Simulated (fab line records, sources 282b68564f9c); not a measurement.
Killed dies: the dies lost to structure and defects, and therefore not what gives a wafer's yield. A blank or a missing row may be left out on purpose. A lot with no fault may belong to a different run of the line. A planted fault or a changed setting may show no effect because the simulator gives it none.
Which tool is to blame?	flow rit_cmos	14 lots, 42 wafers sampled, at 4 steps of a route of 202

== WHAT EACH GAUGE READ, for each wafer ==
RIT_FOX2_THK_MEAS_01.
lot	measured	on	FOX2_OXIDE_THK (nm)
L436	day 1 20:56	film_metro-02	348 355 351
L437	day 1 23:44	film_metro-03	356 351 351
L438	day 2 04:26	film_metro-01	362 376 369
L439	day 2 10:03	film_metro-03	346 341 343
L441	day 2 21:20	film_metro-01	365 367 369
L442	day 3 01:44	film_metro-03	358 363 354
L443	day 3 07:29	film_metro-03	352 349 346
L444	day 3 13:32	film_metro-02	351 355 357
L446	day 3 22:19	film_metro-01	348 345 342
L447	day 4 01:55	film_metro-01	377 375 375
L449	day 4 12:52	film_metro-02	352 351 355
L450	day 4 18:39	film_metro-02	378 374 374
L451	day 4 21:33	film_metro-03	344 340 345
L457	day 6 03:50	film_metro-01	357 350 352

RIT_FOX2_THK_MEAS_90.
lot	measured	on	FIELD_OXIDE_LEFT_1_THK (nm)
L436	day 1 21:57	film_metro-02	321 327 323
L437	day 2 00:46	film_metro-03	329 324 324
L438	day 2 05:19	film_metro-01	335 349 342
L439	day 2 11:01	film_metro-01	318 313 316
L441	day 2 22:12	film_metro-02	338 339 342
L442	day 3 02:37	film_metro-03	330 335 328
L443	day 3 08:22	film_metro-01	324 321 319
L444	day 3 14:29	film_metro-02	324 328 330
L446	day 3 23:12	film_metro-03	320 318 315
L447	day 4 02:51	film_metro-02	350 348 348
L449	day 4 13:44	film_metro-03	325 324 328
L450	day 4 19:31	film_metro-02	351 347 347
L451	day 4 22:25	film_metro-03	317 313 318
L457	day 6 04:42	film_metro-02	329 323 324

RIT_FOX2_THK_MEAS_91.
lot	measured	on	FIELD_OXIDE_LEFT_2_THK (nm)
L436	day 2 11:01	film_metro-02	253 259 255
L437	day 2 13:35	film_metro-02	261 256 256
L438	day 2 17:44	film_metro-03	267 280 273
L439	day 2 23:23	film_metro-03	251 246 249
L441	day 3 10:24	film_metro-01	269 272 274
L442	day 3 15:08	film_metro-01	262 267 259
L443	day 3 20:46	film_metro-02	256 253 250
L444	day 4 03:05	film_metro-01	255 259 261
L446	day 4 11:18	film_metro-01	252 249 246
L447	day 4 15:18	film_metro-02	283 282 281
L449	day 5 02:08	film_metro-01	256 256 259
L450	day 5 08:02	film_metro-02	284 279 279
L451	day 5 10:42	film_metro-02	249 245 250
L457	day 6 16:52	film_metro-02	262 255 256

== WHICH TOOL RAN EACH LOT (tool, then ch and the chambers of the sampled wafers, then the start) ==
lot	RIT_FOX2_OXIDATION_00
L436	furnace-01 ch 0, day 1 19:36
L437	furnace-01 ch 0, day 1 22:25
L438	furnace-03 ch 0, day 2 03:07
L439	furnace-04 ch 0, day 2 08:44
L441	furnace-03 ch 0, day 2 20:00
L442	furnace-03 ch 0, day 3 00:26
L443	furnace-01 ch 0, day 3 06:09
L444	furnace-01 ch 0, day 3 12:13
L446	furnace-04 ch 0, day 3 21:01
L447	furnace-01 ch 0, day 4 00:35
L449	furnace-03 ch 0, day 4 11:32
L450	furnace-01 ch 0, day 4 17:20
L451	furnace-04 ch 0, day 4 20:14
L457	furnace-03 ch 0, day 6 02:29
- RIT_FOX2_OXIDATION_00: target thk 350.7 nm, ox time 1130 s.

== AS READ BY THE TOOLS THEMSELVES (means over the sampled wafers that have a number; for cases with no such wafer, the mark the record gives instead) ==
RIT_FOX2_OXIDATION_00.
lot	tool	spike_tc_centre_C (C)	spike_tc_load_C (C)	spike_tc_source_C (C)	tube_center_temp_C (C)	tube_center_temp_C_max	zone_power_centre_pct (%)
L436	furnace-01	1101.7	1125.9	1127.8	1100	1102.9	57
L437	furnace-01	1102.1	1126.4	1127.5	1100	1103.0	57
L438	furnace-03	1102.4	1127.3	1123.8	1100	1102.7	50
L439	furnace-04	1104.0	1123.1	1124.0	1100	1102.8	62
L441	furnace-03	1101.9	1127.1	1124.0	1100	1102.6	50
L442	furnace-03	1103.4	1126.4	1123.6	1100	1103.0	50
L443	furnace-01	1103.2	1127.0	1127.2	1100	1102.9	57
L444	furnace-01	1103.1	1127.3	1128.0	1100	1102.1	57
L446	furnace-04	1103.9	1121.4	1123.4	1100	1102.7	62
L447	furnace-01	1117.0	1142.5	1142.9	1115	1117.8	59
L449	furnace-03	1103.7	1126.6	1124.6	1100	1102.9	50
L450	furnace-01	1117.2	1141.4	1141.4	1115	1117.8	58
L451	furnace-04	1104.1	1121.8	1124.5	1100	1102.5	61
L457	furnace-03	1102.3	1126.9	1124.2	1100	1103.4	50

== THE ANSWER, worked out from the rows above alone ==
Rule: the usual values come from the lots themselves. The widest of any qualifying gaps counts: lots, ordered by their means at a reading, are off when they make up no more than a third of the lots, leave a main group of 4 or more, and stand apart from it by 3 or more times the standard deviation of that group's means. If all means in a main group match to the digits the tables above print for the reading, that group is not used. Also off: a lot with no number at a reading for which 4 or more lots have one. Any other lot the step has rows for is counted as sound. Order of review: gauges by route order, followed by the tools' own readings, for which a lot's mean as printed above is used. At the first step where some lot is off, the reading lying furthest off is the one used; lots without a number count as furthest.
Off, at RIT_FOX2_OXIDATION_00 on tube_center_temp_C_max: L447, L450. The main group: mean 1102.8, standard deviation 0.3.
If a tool, at that step or one of the process steps before it, ran each lot that is off and ran no sound lot following the first of them, it fits. One fits: furnace-01 at RIT_FOX2_OXIDATION_00. A fault onset in the window from L444 (day 3 12:13, its last sound lot) to L447 (day 4 00:35, its first lot off) fits.
The tool's own readings at RIT_FOX2_OXIDATION_00 bear it out: on the lots that are off they differ by more than 5 times the standard deviation of the sound lots' means. spike_tc_centre_C reads 1117.1 C there against 1103.0 C on the sound lots; spike_tc_load_C reads 1142.0 C there against 1125.6 C on the sound lots; spike_tc_source_C reads 1142.2 C there against 1125.2 C on the sound lots; tube_center_temp_C reads 1115 C there against 1100 C on the sound lots; tube_center_temp_C_max reads 1117.8 there against 1102.8 on the sound lots.

== WHAT THE SIMULATOR HAD PUT IN ==
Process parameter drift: furnace-01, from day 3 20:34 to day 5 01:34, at RIT_FOX2_OXIDATION_00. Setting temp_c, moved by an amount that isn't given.
Lots struck among those shown: L447, L450. Same finding as the rule above.
